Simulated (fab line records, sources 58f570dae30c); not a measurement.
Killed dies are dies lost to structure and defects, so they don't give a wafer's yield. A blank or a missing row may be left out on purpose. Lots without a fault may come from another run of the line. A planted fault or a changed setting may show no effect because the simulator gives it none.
A struck lot beside a sound one | flow berkeley_cmos170 | 19 steps out of a route of 331
Sound: wafers L681.1, L681.2, L681.6. Struck: wafers L667.2, L667.3, L667.6. The cause comes at the end.
At each step with rows: each side's tool, then ch and its chambers, then its first start. Under that, the readings that differ: sound wafers | struck wafers | difference of the means | sigmas: that difference in standard deviations of wafers without a fault.
alike: readings whose means differ by less than 2 such deviations, and words and numbers that are the same on both sides. not compared: withheld readings, readings that some wafer has no value for, bounds like >300 that may hide the same value, and numbers for which the record gives no deviation and whose values overlap.
The two part at a step that has a row with sigmas, a row that says differs or no value, or rows on one side only. Numbers that don't overlap but have no deviation are shown without sigmas and don't part them. A reading that every wafer of one side lacks parts them only if that side has two wafers or more.

UCB170_M2_STRIP_19: strips in O2.
  sound on plasma_asher-02 ch 0,1, day 11 03:47; struck on plasma_asher-04 ch 0,1, day 8 08:07
  alike: chamber_pressure_mTorr, drypump_motor_current_A, oes_product_au
  not compared: rf_hours_counter_h
UCB170_M2_CD_MEAS_90: target cd 700 nm.
  sound on cd_sem-01, day 11 03:53; struck on cd_sem-01, day 8 08:14
  alike: cd_nm
UCB170_V2_CVD_00: deposits SiO2 from TEOS/O2, target thk 2000 nm, time 250 s.
  sound on pecvd-01 ch 0,1,2, day 11 04:01; struck on pecvd-01 ch 0,2, day 8 08:20
  alike: heater_power_w
UCB170_V2_THK_MEAS_01:
  sound on film_metro-02, day 11 04:10; struck on film_metro-01, day 8 08:30
  alike: V2_TEOS_THK
UCB170_V2_CMP_02: polishes SiO2.
  sound on cmp-02 ch 1,3, day 11 04:25; struck on cmp-02 ch 1,2, day 8 08:33
  alike: motor_current_A
UCB170_V2_BOW_MEAS_03:
  sound on film_metro-01, day 11 04:43; struck on film_metro-04, day 8 08:52
  alike: V2_BOW
UCB170_V2_THK_MEAS_04:
  sound on film_metro-01, day 11 04:50; struck on film_metro-04, day 8 08:59
  alike: V2_POLISHED_THK
then, 5 steps without rows for these wafers: UCB170_V2_CLEAN_05 (cleans in DIW); UCB170_V2_HMDS_06 (prime time 60 s); UCB170_V2_COAT_07 (resist thk 900 nm); UCB170_V2_SOFTBAKE_08 (time 60 s); UCB170_V2_EXPOSE_09 (exposes mask VIA2, target cd 700 nm).
UCB170_V2_PEB_10:
  sound on litho_track-03 ch 0, day 11 06:10; struck on litho_track-01 ch 0, day 8 09:48
  reading                  | sound             | struck            | difference | sigmas
  heater_power_total_W (W) | 56.88 56.84 56.77 | 68.27 68.36 68.36 | +11.50     | +99 or more
then, 1 step without rows for these wafers: UCB170_V2_DEVELOP_11 (develop time 45 s).
UCB170_V2_CD_MEAS_12: target cd 700 nm.
  sound on cd_sem-01, day 11 06:29; struck on cd_sem-01, day 8 10:04
  reading    | sound             | struck            | difference | sigmas
  cd_nm (nm) | 699.9 699.4 699.1 | 660.4 659.4 659.9 | -39.6      | -28
UCB170_V2_OVL_MEAS_13:
  sound on overlay-01, day 11 06:37; struck on overlay-02, day 8 10:10
  alike: V2_OVL
UCB170_V2_ETCH_14: etches SiO2 in CHF3/CF4/Ar, stops on Al, target depth 1250 nm, time 291 s.
  sound on rie_diel-01 ch 2,3, day 11 06:39; struck on rie_diel-02 ch 0,1,2, day 8 10:12
  reading             | sound             | struck            | difference | sigmas
  model.V2.cd_nm (nm) | 700.1 700.9 700.1 | 660.6 658.4 660.6 | -40.5      |
  alike: chamber_pressure_mTorr, drypump_motor_current_A, oes_product_au, throttle_valve_pct
  not compared: rf_hours_counter_h
UCB170_V2_STRIP_15: strips in O2.
  sound on plasma_asher-03 ch 0,1, day 11 06:49; struck on plasma_asher-03 ch 1, day 8 10:23
  alike: chamber_pressure_mTorr, drypump_motor_current_A, oes_product_au, strip_time_to_endpoint_s
  not compared: rf_hours_counter_h
UCB170_M3_PROBE_99:
  the record has rows for the sound wafers here (prober-02, day 11 10:31) and none for the struck ones

WHERE THEY PART
First at UCB170_V2_PEB_10; last, within this record, at UCB170_M3_PROBE_99.

WHY: what the simulator had put in
Process parameter drift: litho_track-01, from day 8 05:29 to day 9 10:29, at UCB170_V2_PEB_10. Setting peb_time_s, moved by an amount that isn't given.
